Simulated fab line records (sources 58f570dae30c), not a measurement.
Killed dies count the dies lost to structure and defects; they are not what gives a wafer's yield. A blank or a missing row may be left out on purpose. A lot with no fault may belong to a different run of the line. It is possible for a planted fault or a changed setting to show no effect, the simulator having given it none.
A sampling plan put to the test ; flow berkeley-cmos170 ; 13 faults told of in these records, all on one fab line, each judged by the records of the lots it struck
Plan = the line's own looks (route steps where a gauge or an inspection reads the wafer without altering it). A look is open to judgement when struck wafers have a number at it and the file gives its usual mean and standard deviation on fault-free wafers. Caught: at a look after the fault's first step, the mean of the struck wafers lies 4 or more of those standard deviations (sigma) from the usual mean. On the tool: the same test on the tool's own readings at the fault's steps. Another recipe on the struck wafers, or a record that is blank for them alone, also counts as caught.

## THE FAULTS, as the simulator had put them in
1. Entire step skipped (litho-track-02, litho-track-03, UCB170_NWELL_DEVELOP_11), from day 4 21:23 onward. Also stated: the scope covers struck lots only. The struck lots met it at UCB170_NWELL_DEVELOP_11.
2. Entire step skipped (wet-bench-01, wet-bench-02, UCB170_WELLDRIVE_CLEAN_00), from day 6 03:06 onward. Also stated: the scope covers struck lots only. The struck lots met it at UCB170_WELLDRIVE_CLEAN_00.
3. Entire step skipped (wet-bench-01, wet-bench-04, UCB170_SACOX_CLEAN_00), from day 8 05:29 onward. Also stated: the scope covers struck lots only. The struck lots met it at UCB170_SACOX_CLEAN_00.
4. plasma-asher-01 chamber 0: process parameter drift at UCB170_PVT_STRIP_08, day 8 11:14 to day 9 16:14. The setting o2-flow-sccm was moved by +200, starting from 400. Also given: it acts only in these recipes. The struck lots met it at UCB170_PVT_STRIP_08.
5. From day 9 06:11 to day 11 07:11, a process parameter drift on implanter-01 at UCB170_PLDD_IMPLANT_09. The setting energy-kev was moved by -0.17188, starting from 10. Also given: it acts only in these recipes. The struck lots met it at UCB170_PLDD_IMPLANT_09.
6. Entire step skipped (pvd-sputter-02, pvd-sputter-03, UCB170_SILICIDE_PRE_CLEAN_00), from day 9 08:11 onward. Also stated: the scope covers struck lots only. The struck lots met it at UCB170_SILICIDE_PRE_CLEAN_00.
7. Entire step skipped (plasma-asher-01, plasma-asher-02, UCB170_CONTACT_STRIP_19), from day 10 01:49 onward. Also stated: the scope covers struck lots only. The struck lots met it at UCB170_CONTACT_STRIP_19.
8. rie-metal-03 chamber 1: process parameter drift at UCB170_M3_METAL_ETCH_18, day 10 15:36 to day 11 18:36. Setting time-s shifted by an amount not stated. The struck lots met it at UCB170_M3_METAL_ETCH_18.
9. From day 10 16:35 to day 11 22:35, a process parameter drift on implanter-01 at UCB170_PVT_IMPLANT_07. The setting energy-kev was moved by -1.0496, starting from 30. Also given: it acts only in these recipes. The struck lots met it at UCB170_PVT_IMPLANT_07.
10. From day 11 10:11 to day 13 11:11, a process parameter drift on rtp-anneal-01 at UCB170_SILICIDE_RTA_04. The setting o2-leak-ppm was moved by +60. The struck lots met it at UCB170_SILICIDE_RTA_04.
11. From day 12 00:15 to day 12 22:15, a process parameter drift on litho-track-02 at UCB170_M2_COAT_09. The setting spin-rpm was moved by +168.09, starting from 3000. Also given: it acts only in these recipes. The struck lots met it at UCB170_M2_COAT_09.
12. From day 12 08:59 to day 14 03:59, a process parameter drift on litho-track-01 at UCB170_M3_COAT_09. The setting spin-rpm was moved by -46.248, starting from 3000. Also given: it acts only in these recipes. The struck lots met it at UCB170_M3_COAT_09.
13. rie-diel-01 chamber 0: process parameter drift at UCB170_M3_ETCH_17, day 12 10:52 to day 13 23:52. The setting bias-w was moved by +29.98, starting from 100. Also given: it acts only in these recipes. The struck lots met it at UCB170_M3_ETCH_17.

## WHAT THE PLAN SAW
fault;on the tool itself;first look that catches it;reading, sigma;median hours from its first step to that look;hours from the fault's start to the first struck lot there;judged looks passed uncaught
1;the tool's record is blank for the struck wafers;no look after it can be judged;-;-;-;0
2;the tool's record is blank for the struck wafers;no look after it can be judged;-;-;-;0
3;the tool's record is blank for the struck wafers;no look after it can be judged;-;-;-;0
4;o2-flow-sccm +99 or beyond sigma;not the one look that can be judged after it;-;-;-;1
5;beam-energy-keV -55 sigma;no look after it can be judged;-;-;-;0
6;the tool's record is blank for the struck wafers;no look after it can be judged;-;-;-;0
7;the tool's record is blank for the struck wafers;no look after it can be judged;-;-;-;0
8;run-length-s +5.2 sigma;no look after it can be judged;-;-;-;0
9;beam-energy-keV -99 or beyond sigma;not the one look that can be judged after it;-;-;-;1
10;chamber-o2-ppm +99 or beyond sigma;not the one look that can be judged after it;-;-;-;1
11;spin-speed-rpm +84 sigma;no look after it can be judged;-;-;-;0
12;spin-speed-rpm -23 sigma;no look after it can be judged;-;-;-;0
13;bias-w +99 or beyond sigma;no look after it can be judged;-;-;-;0
A dash: this means the fault isn't caught or the number doesn't appear in these records.

Caught at a look: 0 of 13. Caught on the tool: 13 of 13. By one or the other: 13 of 13.
Faults caught by the tool alone: 1, 2, 3, 4, 5, 6, 7, 8, 9, 10, 11, 12, 13.
